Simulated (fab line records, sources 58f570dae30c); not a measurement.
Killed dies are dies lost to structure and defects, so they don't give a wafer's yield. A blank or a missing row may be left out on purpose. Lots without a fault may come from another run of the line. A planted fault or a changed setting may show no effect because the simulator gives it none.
Which tool did it? | flow berkeley_cmos170 | 13 lots, 39 wafers sampled, at 3 steps of a route of 331

WHAT THE GAUGES READ, wafer by wafer
UCB170_FIELD_THK_MEAS_02. Usual: FIELD_OXIDE_THK 553 nm, standard deviation 10.
lot  | measured     | on            | FIELD_OXIDE_THK (nm) | flag
L740 | day 6 00:50  | film_metro-04 | 529 527 520          |
L742 | day 6 12:02  | film_metro-04 | 535 538 543          |
L748 | day 7 15:12  | film_metro-02 | 556 556 564          |
L750 | day 7 15:21  | film_metro-02 | 552 544 556          |
L746 | day 7 15:16  | film_metro-02 | 551 565 560          |
L752 | day 8 02:44  | film_metro-04 | 557 565 557          |
L753 | day 8 14:53  | film_metro-01 | 549 545 549          |
L754 | day 8 14:50  | film_metro-04 | 543 549 563          |
L755 | day 8 14:46  | film_metro-04 | 547 559 546          |
L756 | day 8 14:50  | film_metro-01 | 535 539 552          |
L758 | day 9 07:34  | film_metro-02 | 549 550 559          |
L761 | day 9 20:49  | film_metro-02 | 565 556 557          |
L762 | day 10 04:02 | film_metro-02 | 563 557 569          |

UCB170_NVT_TW_MEAS_09. Usual: NVT_TW 523, standard deviation 5.2.
lot  | measured     | on            | NVT_TW      | flag
L740 | day 7 08:52  | film_metro-02 | 515 518 517 |
L742 | day 7 19:56  | film_metro-03 | 522 521 524 |
L748 | day 8 17:54  | film_metro-03 | 518 521 520 |
L750 | day 8 17:27  | film_metro-03 | 524 522 520 |
L746 | day 8 17:41  | film_metro-01 | 529 528 527 |
L752 | day 9 08:36  | film_metro-02 | 519 519 518 |
L753 | day 10 00:16 | film_metro-02 | 515 515 515 |
L754 | day 10 00:30 | film_metro-01 | 528 527 527 |
L755 | day 10 00:42 | film_metro-02 | 512 513 516 |
L756 | day 10 00:07 | film_metro-01 | 527 525 525 |
L758 | day 10 10:05 | film_metro-02 | 514 515 515 |
L761 | day 11 03:13 | film_metro-03 | 524 522 525 |
L762 | day 11 12:01 | film_metro-01 | 534 530 530 |

WHICH TOOL RAN EACH LOT (tool, then ch and the chambers of the sampled wafers, then the start)
lot  | UCB170_PWELL_STRIP_16
L740 | plasma_asher-03 ch 0,1, day 4 00:41
L742 | plasma_asher-03 ch 0,1, day 4 15:52
L748 | plasma_asher-02 ch 0,1, day 5 16:36
L750 | plasma_asher-02 ch 0,1, day 5 16:55
L746 | plasma_asher-03 ch 0,1, day 5 17:09
L752 | plasma_asher-03 ch 0,1, day 6 12:56
L753 | plasma_asher-03 ch 0,1, day 6 19:47
L754 | plasma_asher-01 ch 0,1, day 6 20:22
L755 | plasma_asher-01 ch 0,1, day 6 20:37
L756 | plasma_asher-01 ch 0,1, day 6 20:53
L758 | plasma_asher-02 ch 0,1, day 7 09:44
L761 | plasma_asher-03 ch 0,1, day 7 22:00
L762 | plasma_asher-01 ch 0,1, day 8 04:12
- UCB170_PWELL_STRIP_16: strips in O2.

WHAT THE TOOLS THEMSELVES READ (means of the sampled wafers that have a number; where no wafer has one, the mark that the record gives instead)
UCB170_PWELL_STRIP_16. Usual: drypump_motor_current_A 5.5 A, standard deviation 0.58; oes_product_au 0.721 a.u., standard deviation 0.0041; strip_time_to_endpoint_s 18.10 s, standard deviation 0.08.
lot  | tool            | drypump_motor_current_A (A) | oes_product_au (a.u.) | strip_time_to_endpoint_s (s) | flag
L740 | plasma_asher-03 | 5.6                         | 0.722                 | 18.21                        |
L742 | plasma_asher-03 | 5.6                         | 0.720                 | 18.05                        |
L748 | plasma_asher-02 | 5.1                         | 0.721                 | 18.23                        |
L750 | plasma_asher-02 | 5.1                         | 0.723                 | 18.05                        |
L746 | plasma_asher-03 | 6.1                         | 0.719                 | 18.10                        |
L752 | plasma_asher-03 | 6.1                         | 0.720                 | 17.98                        |
L753 | plasma_asher-03 | 6.0                         | 0.725                 | 18.15                        |
L754 | plasma_asher-01 | 5.2                         | 0.717                 | 18.11                        |
L755 | plasma_asher-01 | 5.2                         | 0.719                 | 18.20                        |
L756 | plasma_asher-01 | 5.1                         | 0.724                 | 18.12                        |
L758 | plasma_asher-02 | 5.4                         | 0.725                 | 18.15                        |
L761 | plasma_asher-03 | 6.1                         | 0.723                 | 18.07                        |
L762 | plasma_asher-01 | 5.1                         | 0.717                 | 17.97                        |

THE ANSWER, worked out from the rows above alone
Rule: a lot is off if the mean of its wafers that have a number lies more than 3 standard deviations from the usual mean. A lot without any number at a reading at which 4 lots or more have one is off too. The other lots that the step has rows for count as sound. The gauges are gone through in route order, then the tools' own readings, and for those a lot's mean is taken as printed above. The first step at which some lot is off is used, and at that step the reading that is off furthest; a lot without a number counts as furthest.
No lot is off at any reading shown: from this, nothing can be told.

WHAT THE SIMULATOR HAD PUT IN
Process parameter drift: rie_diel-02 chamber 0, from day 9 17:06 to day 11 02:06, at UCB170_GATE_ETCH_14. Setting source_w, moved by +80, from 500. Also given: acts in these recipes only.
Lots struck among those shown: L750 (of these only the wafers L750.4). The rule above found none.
